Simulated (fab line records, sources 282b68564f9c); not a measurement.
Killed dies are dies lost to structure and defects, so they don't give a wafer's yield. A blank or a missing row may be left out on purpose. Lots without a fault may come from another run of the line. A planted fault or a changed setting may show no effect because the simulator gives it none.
Which tool did it? | flow rit_cmos | 14 lots, 42 wafers sampled, at 5 steps of a route of 202

WHAT THE GAUGES READ, wafer by wafer
RIT_FOX2_THK_MEAS_01.
lot  | measured    | on            | FOX2_OXIDE_THK (nm)
L729 | day 1 18:36 | film_metro-03 | 347 351 353
L730 | day 2 02:16 | film_metro-03 | 360 368 366
L731 | day 2 05:14 | film_metro-04 | 355 359 356
L733 | day 2 14:28 | film_metro-04 | 349 351 353
L734 | day 2 19:27 | film_metro-01 | 357 353 356
L735 | day 3 01:49 | film_metro-01 | 358 358 350
L738 | day 3 15:28 | film_metro-01 | 342 345 342
L739 | day 3 20:20 | film_metro-03 | 351 360 355
L740 | day 4 01:22 | film_metro-04 | 359 357 353
L743 | day 4 17:58 | film_metro-04 | 343 348 348
L744 | day 4 21:24 | film_metro-01 | 351 354 342
L747 | day 5 13:28 | film_metro-01 | 351 350 354
L749 | day 5 23:54 | film_metro-03 | 354 353 352
L752 | day 6 13:23 | film_metro-03 | 348 350 347

RIT_FOX2_THK_MEAS_90.
lot  | measured    | on            | FIELD_OXIDE_LEFT_1_THK (nm)
L729 | day 1 19:32 | film_metro-03 | 320 323 325
L730 | day 2 03:13 | film_metro-01 | 333 341 338
L731 | day 2 06:07 | film_metro-01 | 327 332 328
L733 | day 2 15:20 | film_metro-01 | 323 324 326
L734 | day 2 20:20 | film_metro-03 | 330 325 329
L735 | day 3 02:42 | film_metro-04 | 331 331 323
L738 | day 3 16:21 | film_metro-01 | 315 317 315
L739 | day 3 21:13 | film_metro-01 | 323 332 328
L740 | day 4 02:19 | film_metro-01 | 332 329 326
L743 | day 4 18:55 | film_metro-03 | 316 320 321
L744 | day 4 22:21 | film_metro-04 | 323 327 315
L747 | day 5 14:24 | film_metro-01 | 323 323 327
L749 | day 6 00:47 | film_metro-04 | 328 326 325
L752 | day 6 14:20 | film_metro-01 | 321 323 320

RIT_PRETRO_TW_MEAS_10.
lot  | measured    | on            | PRETRO_TW
L729 | day 2 07:41 | film_metro-04 | 471 469 471
L730 | day 2 15:08 | film_metro-01 | 477 472 474
L731 | day 2 18:02 | film_metro-04 | 469 469 468
L733 | day 3 03:46 | film_metro-01 | 477 472 475
L734 | day 3 08:07 | film_metro-01 | 475 476 473
L735 | day 3 14:52 | film_metro-02 | 470 472 469
L738 | day 4 04:08 | film_metro-04 | 477 475 477
L739 | day 4 09:25 | film_metro-01 | 475 478 479
L740 | day 4 15:53 | film_metro-01 | 475 480 480
L743 | day 5 07:02 | film_metro-01 | 477 479 476
L744 | day 5 10:29 | film_metro-02 | 469 467 469
L747 | day 6 02:11 | film_metro-01 | 467 471 469
L749 | day 6 13:04 | film_metro-01 | 470 470 471
L752 | day 7 02:13 | film_metro-02 | 470 471 469

RIT_GATE_THK_MEAS_09.
lot  | measured    | on            | GATE_POLY_THK (nm)
L729 | day 2 11:52 | film_metro-04 | 250.9 249.3 249.3
L730 | day 2 18:43 | film_metro-01 | 252.0 251.2 251.0
L731 | day 2 21:37 | film_metro-04 | 252.9 252.2 254.9
L733 | day 3 07:19 | film_metro-04 | 250.9 250.1 252.1
L734 | day 3 12:23 | film_metro-01 | 250.2 250.8 250.1
L735 | day 3 18:26 | film_metro-04 | 248.9 245.8 252.0
L738 | day 4 08:18 | film_metro-01 | 249.5 249.0 248.3
L739 | day 4 13:09 | film_metro-03 | 253.6 253.7 253.2
L740 | day 4 19:28 | film_metro-01 | 246.9 246.0 246.0
L743 | day 5 10:37 | film_metro-04 | 247.2 247.5 246.8
L744 | day 5 16:11 | film_metro-04 | 270.9 271.4 270.2
L747 | day 6 06:37 | film_metro-03 | 270.7 271.6 269.5
L749 | day 6 16:38 | film_metro-01 | 251.2 253.4 249.2
L752 | day 7 05:58 | film_metro-01 | 248.0 248.4 247.9

WHICH TOOL RAN EACH LOT (tool, then ch and the chambers of the sampled wafers, then the start)
lot  | RIT_GATE_CVD_08
L729 | lpcvd-02 ch 1, day 2 10:14
L730 | lpcvd-01 ch 0, day 2 17:05
L731 | lpcvd-01 ch 1, day 2 20:00
L733 | lpcvd-01 ch 0, day 3 05:41
L734 | lpcvd-01 ch 0, day 3 10:46
L735 | lpcvd-01 ch 0, day 3 16:49
L738 | lpcvd-01 ch 0, day 4 06:40
L739 | lpcvd-01 ch 0, day 4 11:32
L740 | lpcvd-02 ch 0, day 4 17:51
L743 | lpcvd-02 ch 0, day 5 09:00
L744 | lpcvd-02 ch 1, day 5 13:46
L747 | lpcvd-02 ch 0, day 6 04:11
L749 | lpcvd-01 ch 1, day 6 14:59
L752 | lpcvd-01 ch 1, day 7 04:20
- RIT_GATE_CVD_08: deposits poly-Si from SiH4, target thk 250 nm, time 2220 s.

WHAT THE TOOLS THEMSELVES READ (means of the sampled wafers that have a number; where no wafer has one, the mark that the record gives instead)
RIT_GATE_CVD_08.
lot  | tool     | pressure_mtorr (mTorr) | zone_power_centre_pct (%) | zone_power_source_pct (%)
L729 | lpcvd-02 | 300.0                  | 23.9                      | 12.5
L730 | lpcvd-01 | 299.3                  | 29.9                      | 10.1
L731 | lpcvd-01 | 299.5                  | 25.3                      | 11.7
L733 | lpcvd-01 | 299.5                  | 29.7                      | 10.0
L734 | lpcvd-01 | 299.4                  | 29.8                      | 10.1
L735 | lpcvd-01 | 300.4                  | 29.7                      | 10.1
L738 | lpcvd-01 | 300.2                  | 29.7                      | 10.1
L739 | lpcvd-01 | 299.7                  | 29.6                      | 10.1
L740 | lpcvd-02 | 300.6                  | 22.4                      | 10.7
L743 | lpcvd-02 | 300.2                  | 22.6                      | 10.6
L744 | lpcvd-02 | 360.0                  | 23.7                      | 12.6
L747 | lpcvd-02 | 359.7                  | 22.3                      | 10.6
L749 | lpcvd-01 | 300.1                  | 25.4                      | 11.7
L752 | lpcvd-01 | 301.2                  | 25.3                      | 11.5

THE ANSWER, worked out from the rows above alone
Rule: what is usual is taken from the lots themselves. Put in order of their means at a reading, lots are off if they are a third of the lots or fewer, leave a main group of 4 or more, and stand apart from it by a gap of 3 or more times the standard deviation of the main group's means; of several such gaps the widest counts. A main group whose means are all the same, to the digits that the tables above print for the reading, isn't used. A lot without any number at a reading at which 4 lots or more have one is off too. The other lots that the step has rows for count as sound. The gauges are gone through in route order, then the tools' own readings, and for those a lot's mean is taken as printed above. The first step at which some lot is off is used, and at that step the reading that is off furthest; a lot without a number counts as furthest.
Off: L744, L747, at RIT_GATE_THK_MEAS_09 (GATE_POLY_THK). The main group: mean 250.0 nm, standard deviation 2.2.
A tool fits if, at a process step before that reading, it ran every lot that is off, and no sound lot after the first of them. The gauges at RIT_GATE_THK_MEAS_09 aren't tried: what is off there is off at RIT_GATE_CVD_08 too, on other tools, and a gauge's error can't cause that. One fits: lpcvd-02 at RIT_GATE_CVD_08. Its last sound lot is L743 (day 5 09:00), its first lot that is off L744 (day 5 13:46): a fault that began between those two fits.
The tool's own readings at RIT_GATE_CVD_08 bear it out: on the lots that are off they differ by more than 5 times the standard deviation of the sound lots' means. pressure_mtorr reads 359.9 mTorr there against 300.0 mTorr on the sound lots.

WHAT THE SIMULATOR HAD PUT IN
Process parameter drift: lpcvd-02, from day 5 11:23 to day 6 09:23, at RIT_GATE_CVD_08. Setting pressure_mtorr, moved by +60, from 300. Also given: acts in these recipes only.
Lots struck among those shown: L744, L747. The rule above found the same.
